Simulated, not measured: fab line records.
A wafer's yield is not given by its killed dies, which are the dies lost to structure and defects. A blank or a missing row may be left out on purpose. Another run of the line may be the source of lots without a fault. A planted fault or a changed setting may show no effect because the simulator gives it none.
Which tool was responsible? ; flow berkeley_cmos170 ; Sampling: 11 lots, 33 wafers, 4 of 331 route steps

WHAT EACH GAUGE READ, for each wafer
UCB170_V1_BOW_MEAS_03.
lot;measured;on;V1_BOW (um)
L951;day 8 05:53;film_metro-02;25 31 24
L954;day 8 05:53;film_metro-01;22 20 25
L953;day 8 06:13;film_metro-02;28 28 12
L952;day 8 06:14;film_metro-01;17 24 24
L958;day 9 12:23;film_metro-03;14 33 19
L965;day 10 20:26;film_metro-01;4 13 24
L966;day 10 16:08;film_metro-02;16 26 26
L967;day 10 16:28;film_metro-03;14 16 15
L971;day 11 22:36;film_metro-01;36 28 14
L969;day 11 19:53;film_metro-02;3 25 17
L974;day 12 09:34;film_metro-01;15 15 32

WHAT TOOL EACH LOT RAN ON (gives the tool, then ch and the chambers of the sampled wafers, and finally the start)
lot;UCB170_PFIELD_STRIP_08;UCB170_GATE_ETCH_14;UCB170_M1_EXPOSE_06
L951;plasma_asher-04 ch 0,1, day 5 04:44;rie_diel-04 ch 0,1, day 7 01:13;krf_scanner-01 ch 0, day 7 23:53
L954;plasma_asher-03 ch 1, day 5 05:02;rie_diel-03 ch 0,2, day 7 00:57;krf_scanner-02 ch 0, day 7 23:25
L953;plasma_asher-04 ch 0,1, day 5 05:18;rie_diel-04 ch 1,2, day 7 00:55;krf_scanner-01 ch 0, day 7 23:41
L952;plasma_asher-03 ch 0,1, day 5 05:32;rie_diel-03 ch 0,1,3, day 7 01:23;krf_scanner-02 ch 0, day 8 01:05
L958;plasma_asher-03 ch 0,1, day 6 04:00;rie_diel-03 ch 0,2,3, day 8 00:01;krf_scanner-02 ch 0, day 9 06:37
L965;plasma_asher-02 ch 0,1, day 7 14:40;rie_diel-04 ch 1,2,3, day 9 13:59;krf_scanner-01 ch 0, day 10 14:50
L966;plasma_asher-03 ch 0,1, day 7 14:51;rie_diel-03 ch 1,3, day 9 13:29;krf_scanner-01 ch 0, day 10 09:34
L967;plasma_asher-04 ch 0,1, day 7 15:40;rie_diel-04 ch 0,1, day 9 06:32;krf_scanner-01 ch 0, day 10 09:25
L971;plasma_asher-02 ch 0,1, day 8 12:44;rie_diel-04 ch 0,2,3, day 10 18:22;krf_scanner-01 ch 0, day 11 18:31
L969;plasma_asher-03 ch 0,1, day 8 12:54;rie_diel-03 ch 0,1, day 10 17:59;krf_scanner-01 ch 0, day 11 15:56
L974;plasma_asher-02 ch 0,1, day 9 07:11;rie_diel-04 ch 2,3, day 11 01:42;krf_scanner-01 ch 0, day 12 05:20
- UCB170_PFIELD_STRIP_08: strips in O2.
- UCB170_GATE_ETCH_14: etches BARC in N2/H2.
- UCB170_M1_EXPOSE_06: exposes mask METAL1, target cd 700 nm.

AS READ BY THE TOOLS THEMSELVES (means over the sampled wafers that have a number; for cases with no such wafer, the mark the record gives instead)
UCB170_PFIELD_STRIP_08.
lot;tool;drypump_motor_current_A (A);oes_product_au (a.u.);strip_time_to_endpoint_s (s)
L951;plasma_asher-04;5.9;0.736;21.66
L954;plasma_asher-03;4.9;0.733;21.56
L953;plasma_asher-04;5.9;0.729;21.65
L952;plasma_asher-03;4.9;0.735;21.55
L958;plasma_asher-03;4.9;0.735;21.58
L965;plasma_asher-02;5.9;0.730;21.67
L966;plasma_asher-03;4.9;0.734;21.61
L967;plasma_asher-04;5.9;0.735;21.64
L971;plasma_asher-02;5.9;0.738;21.56
L969;plasma_asher-03;4.9;0.735;21.66
L974;plasma_asher-02;5.9;0.733;21.53

UCB170_GATE_ETCH_14.
lot;tool;drypump_motor_current_A (A);oes_product_au (a.u.);throttle_valve_pct (%)
L951;rie_diel-04;6.1;1.013;13.48
L954;rie_diel-03;5.7;1.021;13.38
L953;rie_diel-04;5.9;0.999;13.43
L952;rie_diel-03;5.7;0.977;13.33
L958;rie_diel-03;5.8;1.001;13.39
L965;rie_diel-04;5.7;1.013;13.34
L966;rie_diel-03;5.9;0.973;13.20
L967;rie_diel-04;6.1;1.021;13.47
L971;rie_diel-04;5.8;1.021;13.31
L969;rie_diel-03;5.5;0.991;13.48
L974;rie_diel-04;5.5;1.016;13.23

UCB170_M1_EXPOSE_06.
lot;tool;exposure_dose_mJ_cm2
L951;krf_scanner-01;21.014
L954;krf_scanner-02;21.006
L953;krf_scanner-01;21.005
L952;krf_scanner-02;21.010
L958;krf_scanner-02;20.862
L965;krf_scanner-01;20.977
L966;krf_scanner-01;21.000
L967;krf_scanner-01;20.985
L971;krf_scanner-01;21.007
L969;krf_scanner-01;20.972
L974;krf_scanner-01;21.011

THE ANSWER, worked out from the rows above alone
Rule: usual is defined by the lots themselves. Put in order of their means at a reading, lots are off if they are a third of the lots or fewer, leave a main group of 4 or more, and stand apart from it by a gap of 3 or more times the standard deviation of the main group's means; of several such gaps the widest counts. If all means in a main group match to the digits the tables above print for the reading, that group is not used. A lot without any number at a reading at which 4 lots or more have one is off too. All remaining lots with rows at the step are treated as sound. Order of review: gauges by route order, followed by the tools' own readings, for which a lot's mean as printed above is used. At the first step where some lot is off, the reading lying furthest off is the one used; lots without a number count as furthest.
Off, at UCB170_M1_EXPOSE_06 on exposure_dose_mJ_cm2: L958. Main group: mean 20.999, sd 0.014.
If a tool, at that step or one of the process steps before it, ran each lot that is off and ran no sound lot following the first of them, it fits. One fits: UCB170_M1_EXPOSE_06 on krf_scanner-02. Its last sound lot is L952 (day 8 01:05), its first lot that is off L958 (day 9 06:37): a fault that began between those two fits.
The tool's own readings at UCB170_M1_EXPOSE_06 bear it out: on the lots that are off they differ by more than 5 times the standard deviation of the sound lots' means. exposure_dose_mJ_cm2 reads 20.862 there against 20.999 on the sound lots.

WHAT THE SIMULATOR HAD PUT IN
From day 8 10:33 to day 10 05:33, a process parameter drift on krf_scanner-02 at UCB170_M1_EXPOSE_06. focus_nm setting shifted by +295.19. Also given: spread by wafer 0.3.
Struck lots among those shown: L958. The rule above reached the same finding.
